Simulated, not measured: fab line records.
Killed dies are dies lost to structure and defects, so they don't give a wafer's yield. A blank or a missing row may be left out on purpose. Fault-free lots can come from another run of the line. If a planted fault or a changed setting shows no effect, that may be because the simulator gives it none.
The tool behind it: which one? ; flow berkeley cmos170 ; 6 lots with 18 wafers sampled at 3 steps, on a route of 331 steps

WHAT THE GAUGES READ, wafer by wafer
UCB170_ACTIVE_THK_MEAS_06.
lot;measured;on;ACTIVE_NITRIDE_THK (nm)
L651;day 4 03:56;film metro-02;220.5 219.7 220.7
L653;day 4 12:31;film metro-04;216.0 216.2 219.6
L655;day 4 21:01;film metro-02;220.2 217.7 220.5
L657;day 5 18:51;film metro-02;218.6 221.3 221.2
L659;day 6 03:31;film metro-01;219.4 219.3 219.7
L666;day 7 23:29;film metro-01;137.2 139.7 138.1

TOOL THAT RAN EACH LOT (tool first, then ch and the chambers of the sampled wafers, then the start)
lot;UCB170_ZERO_STRIP_07;UCB170_ACTIVE_CVD_05
L651;plasma asher-04 ch 1, day 2 00:55;lpcvd-01 ch 1, day 4 02:00
L653;plasma asher-01 ch 0,1, day 2 09:53;lpcvd-02 ch 0, day 4 10:35
L655;plasma asher-03 ch 0,1, day 2 18:43;lpcvd-02 ch 1, day 4 19:05
L657;plasma asher-03 ch 0,1, day 3 05:40;lpcvd-02 ch 0, day 5 16:56
L659;plasma asher-03 ch 0,1, day 3 17:56;lpcvd-02 ch 1, day 6 01:32
L666;plasma asher-01 ch 0,1, day 5 02:44;lpcvd-02 ch 0, day 7 21:34
- UCB170_ZERO_STRIP_07: strips in O2.
- UCB170_ACTIVE_CVD_05: deposits Si3N4 from SiH2Cl2/NH3, target thk 220 nm, time 3300 s.

THE ANSWER, worked out from the rows above alone
Rule: the lots themselves supply what counts as usual. Put in order of their means at a reading, lots are off if they are a third of the lots or fewer, leave a main group of 4 or more, and stand apart from it by a gap of 3 or more times the standard deviation of the main group's means; of several such gaps the widest counts. A main group whose means are all the same, to the digits that the tables above print for the reading, isn't used. Also off: a lot with no number at a reading for which 4 or more lots have one. Any other lot the step has rows for is counted as sound.
Off: L666, seen at UCB170_ACTIVE_THK_MEAS_06 (ACTIVE_NITRIDE_THK). For the main group the mean is 219.4 nm and the standard deviation 1.1.
A tool fits if, at a process step before that reading, it ran every lot that is off, and no sound lot after the first of them. Gauges at UCB170_ACTIVE_THK_MEAS_06: tried the same way as those tools. Can't be told from this: 3 tools fit, plasma asher-01 at UCB170_ZERO_STRIP_07, lpcvd-02 at UCB170_ACTIVE_CVD_05, film metro-01 at UCB170_ACTIVE_THK_MEAS_06.

WHAT HAD BEEN PUT IN BY THE SIMULATOR
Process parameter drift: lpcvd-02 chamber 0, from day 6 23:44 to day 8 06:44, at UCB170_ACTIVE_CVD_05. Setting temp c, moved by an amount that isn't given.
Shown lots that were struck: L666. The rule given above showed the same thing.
